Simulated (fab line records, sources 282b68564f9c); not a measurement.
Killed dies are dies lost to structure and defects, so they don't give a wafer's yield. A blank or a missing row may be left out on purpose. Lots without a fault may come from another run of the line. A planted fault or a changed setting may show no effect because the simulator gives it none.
Split-lot experiment | flow rit_cmos | 5 lots, 23 wafers read, on a route of 202 steps

THE SPLIT
At RIT_SPACER_CVD_03 (deposits Si3N4 from SiH2Cl2/NH3, target thk 250 nm, time 3300 s), the setting temp_c was moved away from the recipe's 810 C on 15 of the 23 wafers read, by -2.6% to +1.4%. The other wafers ran this setting at the recipe's value.

FROM THE SPLIT TO THE READING: what the file shows between them, 1 step
- RIT_SPACER_THK_MEAS_04

THE READING
oes_product_au, in a.u., at RIT_SPACER_ETCHBACK_05 (etches Si3N4 in SF6/CHF3, stops on SiO2, target depth 250 nm, time 240 s). Fault-free wafers of this fab line usually give 0.845 a.u., standard deviation 0.015 a.u..

wafer  | tool, chamber at the split | temp_c as run, C | against the recipe | oes_product_au, a.u. | against lot-mates on the recipe
L075.2 | -, -                       | 789.3            | -2.6%              | 0.663                | no lot-mate on the recipe
L075.3 | -, -                       | 789.3            | -2.6%              | 0.659                | no lot-mate on the recipe
L075.4 | -, -                       | 789.3            | -2.6%              | 0.639                | no lot-mate on the recipe
L075.5 | -, -                       | 789.3            | -2.6%              | 0.653                | no lot-mate on the recipe
L075.6 | -, -                       | 789.3            | -2.6%              | 0.632                | no lot-mate on the recipe
L079.1 | -, -                       | 821.4            | +1.4%              | 0.956                | no lot-mate on the recipe
L079.2 | -, -                       | 821.4            | +1.4%              | 0.999                | no lot-mate on the recipe
L079.3 | -, -                       | 821.4            | +1.4%              | 0.984                | no lot-mate on the recipe
L079.4 | -, -                       | 821.4            | +1.4%              | 0.983                | no lot-mate on the recipe
L079.5 | -, -                       | 821.4            | +1.4%              | 0.944                | no lot-mate on the recipe
L081.2 | lpcvd-01, 1                | 810              | recipe             | 0.843                | -
L081.4 | lpcvd-01, 1                | 810              | recipe             | 0.859                | -
L081.5 | lpcvd-01, 1                | 810              | recipe             | 0.848                | -
L084.1 | -, -                       | 799              | -1.4%              | 0.746                | no lot-mate on the recipe
L084.2 | -, -                       | 799              | -1.4%              | 0.718                | no lot-mate on the recipe
L084.3 | -, -                       | 799              | -1.4%              | 0.724                | no lot-mate on the recipe
L084.5 | -, -                       | 799              | -1.4%              | 0.752                | no lot-mate on the recipe
L084.6 | -, -                       | 799              | -1.4%              | 0.718                | no lot-mate on the recipe
L085.1 | -, -                       | 810              | recipe             | 0.870                | -
L085.2 | -, -                       | 810              | recipe             | 0.849                | -
L085.3 | -, -                       | 810              | recipe             | 0.848                | -
L085.4 | -, -                       | 810              | recipe             | 0.824                | -
L085.6 | -, -                       | 810              | recipe             | 0.855                | -

THE FIT
A straight line over all 23 wafers: oes_product_au changes by +0.0823 a.u. for each +1% of temp_c; r = +0.99; the points scatter about the line by 0.017 a.u..
Too few moved wafers have a lot-mate on the recipe to fit a line with each lot's own level taken away.

THE WHOLE CHAIN: every reading that the file lists as answering this split, in the file's order
step                   | what it does                                                             | reading                                                                        | change (the file's fit)                  | r (the file's)
RIT_SPACER_CVD_03      | deposits Si3N4 from SiH2Cl2/NH3, target thk 250 nm, time 3300 s          | Si3N4_of_SPACER_CVD_03.thk_nm (the simulator's own value, which no gauge read) | +34 nm for each +1% of the setting       | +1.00
RIT_SPACER_THK_MEAS_04 |                                                                          | SPACER_NITRIDE_THK                                                             | +34 for each +1% of the setting          | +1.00
RIT_SPACER_ETCHBACK_05 | etches Si3N4 in SF6/CHF3, stops on SiO2, target depth 250 nm, time 240 s | oes_product_au                                                                 | +0.0823 a.u. for each +1% of the setting | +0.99
RIT_SPACER_ETCHBACK_05 | etches Si3N4 in SF6/CHF3, stops on SiO2, target depth 250 nm, time 240 s | etch.depth_nm (the simulator's own value, which no gauge read)                 | +34 nm for each +1% of the setting       | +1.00
RIT_SPACER_ETCHBACK_05 | etches Si3N4 in SF6/CHF3, stops on SiO2, target depth 250 nm, time 240 s | Si3N4_of_SPACER_CVD_03.thk_nm (the simulator's own value, which no gauge read) | +26.4 nm for each +1% of the setting     | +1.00
RIT_M1_PROBE_99        |                                                                          | etest.pmos_turned.r_on_ohm_um (the simulator's own value, which no gauge read) | -363 for each +1% of the setting         | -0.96
RIT_M1_PROBE_99        |                                                                          | etest.pmos_0p15.r_on_ohm_um (the simulator's own value, which no gauge read)   | -295 for each +1% of the setting         | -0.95
RIT_M1_PROBE_99        |                                                                          | etest.pplus_sal.width_nm (the simulator's own value, which no gauge read)      | -68.5 nm for each +1% of the setting     | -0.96

THE FILE'S OWN FIT
oes_product_au changes by +0.0823 a.u. for each +1% of temp_c, r = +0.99.
